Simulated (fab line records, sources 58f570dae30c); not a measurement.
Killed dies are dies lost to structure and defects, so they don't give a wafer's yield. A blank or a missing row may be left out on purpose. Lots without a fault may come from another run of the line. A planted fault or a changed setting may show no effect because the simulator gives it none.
fab line records | flow berkeley_cmos170
record lots=13 wafers=39 last_day=13
route steps=331 shown GATE@138 M1@252 M2@281 M3@324
lots that met no fault: from a run of the same line without faults
start_h: hours from the record's first day to the start of the lot's first wafer shown | wait_h: hours since the lot's step before | " the same as in the row above | L1.1+2: a row that stands for several wafers | - no value, or no start given | * or withheld: withheld | < > ~ a bound
route shown NAME@n: a module of which the file shows steps, and the number in the route of the first | usual: mean/standard deviation of fault-free wafers | same: alike in all rows | chamber/n: place in a boat | sites: the reading at each site | _std_site: their standard deviation | _edge_site: outer sites' mean less inner sites' | radius_mm: how far each site lies from the wafer's centre | mask NAME#n: copy n | behind: the tool/chamber that last shaped the wafer | hold: why the lot was held/for how many hours/how that ended | device: the transistor (n, p or np) that didn't switch | end of line: the same wafers' tests at the end of the route | a step without rows: its recipe alone | killed: dies lost to structure and defects at the first sort, not the wafer's yield | map: a wafer's dies, x killed, . not, _ none there
set.NAME: the setting as run; set.NAME@STEP: as run at that earlier step | model.NAME: the simulator's own value behind a step, which no gauge read
steps of the route over a sample of lots; a table a step, a row a wafer
services: from which hour (start_h, from the record's first day; less than 0 if before it) a tool's chamber was out of use, for how many hours, and why
## steps
# step UCB170_GATE_CD_MEAS_12
# recipe target_cd_nm=350
# usual cd_nm=350.3/1.6
# columns lot.wafer tool chamber start_h wait_h cd_nm
L155.1 cd_sem-02 - 158.42 - 347.8
L155.4 " - " " 348.7
L155.6 " - " " 348.4
L156.2 cd_sem-01 - 158.72 - 349.2
L156.3 " - " " 349.5
L156.6 " - " " 349.8
L158.1 cd_sem-01 - 173.45 - 350.3
L158.2 " - " " 350.4
L158.6 " - " " 351.0
L159.1 cd_sem-01 - 173.76 - 350.7
L159.3 " - " " 349.8
L159.4 " - " " 350.9
L160.1 cd_sem-02 - 181.44 - 351.9
L160.2 " - " " 350.7
L160.4 " - " " 350.4
L163.2 cd_sem-02 - 186.84 - 349.9
L163.3 " - " " 350.1
L163.4 " - " " 351.4
L164.1 cd_sem-02 - 186.95 - 350.9
L164.4 " - " " 349.8
L164.6 " - " " 350.4
L165.1 cd_sem-01 - 211.01 - 351.3
L165.3 " - " " 351.5
L165.6 " - " " 352.1
L166.2 cd_sem-02 - 211.25 - 346.6
L166.4 " - " " 346.0
L166.6 " - " " 346.6
L169.1 cd_sem-02 - 228.90 - 351.0
L169.2 " - " " 352.8
L169.3 " - " " 350.6
L174.2 cd_sem-02 - 254.48 - 348.0
L174.3 " - " " 348.7
L174.6 " - " " 349.1
L173.3 cd_sem-01 - 254.67 - 348.1
L173.4 " - " " 349.1
L173.6 " - " " 347.4
L177.4 cd_sem-01 - 275.70 - 352.1
L177.5 " - " " 349.6
L177.6 " - " " 350.5
# step UCB170_M1_CD_MEAS_90
# recipe target_cd_nm=700
# usual cd_nm=700.9/2.7
# columns lot.wafer tool chamber start_h wait_h cd_nm
L155.1 cd_sem-01 - 181.55 0.1 699.5
L155.4 " - " " 693.8
L155.6 " - " " 697.2
L156.2 cd_sem-01 - 182.58 0.1 703.0
L156.3 " - " " 703.2
L156.6 " - " " 701.3
L158.1 cd_sem-02 - 195.80 0.1 702.0
L158.2 " - " " 703.0
L158.6 " - " " 700.0
L159.1 cd_sem-01 - 198.39 0.1 699.2
L159.3 " - " " 697.6
L159.4 " - " " 702.2
L160.1 cd_sem-01 - 209.83 0.1 706.5
L160.2 " - " " 701.1
L160.4 " - " " 702.6
L163.2 cd_sem-01 - 210.65 0.1 698.6
L163.3 " - " " 695.8
L163.4 " - " " 698.5
L164.1 cd_sem-02 - 210.91 0.1 699.7
L164.4 " - " " 697.9
L164.6 " - " " 700.3
L166.2 cd_sem-01 - 239.18 0.1 698.9
L166.4 " - " " 705.0
L166.6 " - " " 699.2
L165.1 cd_sem-01 - 239.41 0.1 699.3
L165.3 " - " " 699.4
L165.6 " - " " 701.9
L169.1 cd_sem-02 - 254.70 0.2 705.0
L169.2 " - " " 701.3
L169.3 " - " " 698.8
L174.2 cd_sem-01 - 280.67 0.1 701.9
L174.3 " - " " 704.0
L174.6 " - " " 702.6
L173.3 cd_sem-02 - 282.34 0.1 699.9
L173.4 " - " " 700.2
L173.6 " - " " 700.5
L177.4 cd_sem-02 - 300.32 0.1 706.9
L177.5 " - " " 697.5
L177.6 " - " " 704.7
# step UCB170_M2_COAT_10
# recipe resist=KrF spin_rpm=1500 resist_thk_nm=900
# usual resist_line_temp_C=23.01/0.097
# columns lot.wafer tool chamber start_h wait_h resist_line_temp_C
L155.1 litho_track-03 0 187 - 22.91
L155.4 " 0 " " 22.85
L155.6 " 0 " " 23.15
L156.2 litho_track-04 0 189 - 22.97
L156.3 " 0 " " 22.94
L156.6 " 0 " " 23.03
L158.1 litho_track-03 0 201 - 22.90
L158.2 " 0 " " 23.19
L158.6 " 0 " " 22.92
L159.1 litho_track-04 0 203 - 23.08
L159.3 " 0 " " 22.90
L159.4 " 0 " " 23.06
L163.2 litho_track-04 0 216 - 22.97
L163.3 " 0 " " 22.89
L163.4 " 0 " " 22.95
L160.1 litho_track-03 0 216 - 23.03
L160.2 " 0 " " 22.94
L160.4 " 0 " " 23.13
L164.1 litho_track-01 0 217 - 23.08
L164.4 " 0 " " 23.18
L164.6 " 0 " " 23.09
L166.2 litho_track-04 0 245 - 22.97
L166.4 " 0 " " 23.02
L166.6 " 0 " " 23.10
L165.1 litho_track-04 0 246 - 22.98
L165.3 " 0 " " 22.88
L165.6 " 0 247 - 22.82
L169.1 litho_track-01 0 261 - 23.03
L169.2 " 0 " " 23.09
L169.3 " 0 " " 23.11
L174.2 litho_track-03 0 286 - 23.03
L174.3 " 0 " " 23.12
L174.6 " 0 " " 22.94
L173.3 litho_track-01 0 292 - 23.06
L173.4 " 0 " " 22.96
L173.6 " 0 " " 22.96
L177.4 litho_track-03 0 306 - 22.89
L177.5 " 0 " " 23.13
L177.6 " 0 " " 23.06
# step UCB170_M2_STRIP_19
# recipe chemistry=O2 power_w=400 pressure_mtorr=3500 platen_temp_c=withheld o2_flow_sccm=400 overash_fraction=0.5
# usual drypump_motor_current_A=5.87/0.26 oes_product_au=0.553/0.021
# columns lot.wafer tool chamber start_h wait_h drypump_motor_current_A oes_product_au rf_hours_counter_h
L155.1 plasma_asher-02 0 188.55 0.1 6.21 0.553 47
L155.4 " 0 " " 6.22 0.528 -
L155.6 " 0 " " 6.17 0.554 -
L156.2 plasma_asher-03 1 190.84 0.1 5.75 0.589 46
L156.3 " 0 " " 5.91 0.571 -
L156.6 " 1 " " 5.76 0.557 -
L158.1 plasma_asher-01 1 202.16 0.1 6.21 0.546 9
L158.2 " 0 " " 5.44 0.566 9
L158.6 " 0 " " 5.44 0.572 -
L159.1 plasma_asher-03 1 204.71 0.1 5.76 0.583 48
L159.3 " 1 " " 5.78 0.573 -
L159.4 " 0 " " 5.92 0.564 -
L163.2 plasma_asher-02 1 217.46 0.1 5.65 0.525 50
L163.3 " 1 " " 5.65 0.555 -
L163.4 " 0 " " 6.19 0.530 -
L160.1 plasma_asher-02 1 218.24 0.1 5.65 0.561 50
L160.2 " 0 " " 6.19 0.558 50
L160.4 " 0 " " 6.21 0.567 -
L164.1 plasma_asher-02 1 218.60 0.1 5.64 0.527 50
L164.4 " 1 " " 5.63 0.554 -
L164.6 " 0 " " 6.21 0.524 -
L166.2 plasma_asher-02 0 246.79 0.1 6.19 0.564 53
L166.4 " 0 " " 6.19 0.583 -
L166.6 " 0 " " 6.21 0.589 -
L165.1 plasma_asher-03 0 248.16 0.1 5.93 0.421 53
L165.3 " 1 " " 5.75 0.435 -
L165.6 " 0 " " 5.92 0.394 -
L169.1 plasma_asher-02 0 263.29 0.1 6.19 0.572 55
L169.2 " 1 " " 5.64 0.585 55
L169.3 " 0 " " 6.26 0.585 -
L174.2 plasma_asher-03 0 287.53 0.1 5.91 0.525 57
L174.3 " 0 " " 5.90 0.519 -
L174.6 " 1 " " 5.74 0.541 -
L173.3 plasma_asher-03 1 293.42 0.1 5.74 0.519 -
L173.4 " 0 " " 5.89 0.544 -
L173.6 " 0 " " 5.92 0.505 -
L177.4 plasma_asher-01 1 308.09 0.1 6.21 0.566 -
L177.5 " 1 " " 6.23 0.568 -
L177.6 " 0 " " 5.44 0.561 -
# step UCB170_M3_CD_MEAS_15
# recipe target_cd_nm=700
# usual cd_nm=700.0/1.3
# columns lot.wafer tool chamber start_h wait_h cd_nm
L155.1 cd_sem-02 - 193.36 - 699.9
L155.4 " - " " 698.7
L155.6 " - " " 698.1
L156.2 cd_sem-01 - 195.68 - 699.9
L156.3 " - " " 700.2
L156.6 " - " " 700.1
L158.1 cd_sem-02 - 207.40 - 699.3
L158.2 " - " " 698.9
L158.6 " - " " 698.1
L159.1 cd_sem-01 - 211.69 - 698.1
L159.3 " - " " 699.1
L159.4 " - " " 697.2
L163.2 cd_sem-01 - 224.25 - 700.2
L163.3 " - " " 698.6
L163.4 " - " " 700.1
L160.1 cd_sem-02 - 224.95 - 704.1
L160.2 " - " " 703.6
L160.4 " - " " 704.0
L164.1 cd_sem-02 - 226.85 - 702.1
L164.4 " - " " 701.3
L164.6 " - " " 700.6
L166.2 cd_sem-02 - 252.75 - 700.3
L166.4 " - " " 700.3
L166.6 " - " " 700.7
L165.1 cd_sem-01 - 254.04 - 700.8
L165.3 " - " " 699.5
L165.6 " - " " 698.3
L169.1 cd_sem-02 - 268.60 - 700.4
L169.2 " - " " 699.9
L169.3 " - " " 701.1
L174.2 cd_sem-02 - 292.97 - 700.0
L174.3 " - " " 700.8
L174.6 " - " " 700.4
L173.3 cd_sem-01 - 298.89 - 701.0
L173.4 " - " " 699.9
L173.6 " - " " 700.2
L177.4 cd_sem-01 - 314.10 - 698.2
L177.5 " - " " 699.3
L177.6 " - " " 697.4
## services
# columns tool chamber start_h hours kind
plasma_asher-02 - 213.64 3.2 repair
litho_track-04 - 257.31 - consumable_replace:filter
## key
first_sign step=UCB170_M2_STRIP_19 reading=oes_product_au direction=down sigmas=6.5 usual=0.553 struck=0.417
effect none on later readings
met_at UCB170_M2_COAT_10
struck_lots L165
not_acting_at UCB170_GATE_CD_MEAS_12,UCB170_M1_CD_MEAS_90,UCB170_M3_CD_MEAS_15
fault kind=process_parameter_drift tool=litho_track-04 chamber=- onset_h=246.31 steps=UCB170_M2_COAT_10 channel=resist_thk_nm offset=* shape=step end_h=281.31 acts_in=* stated=*
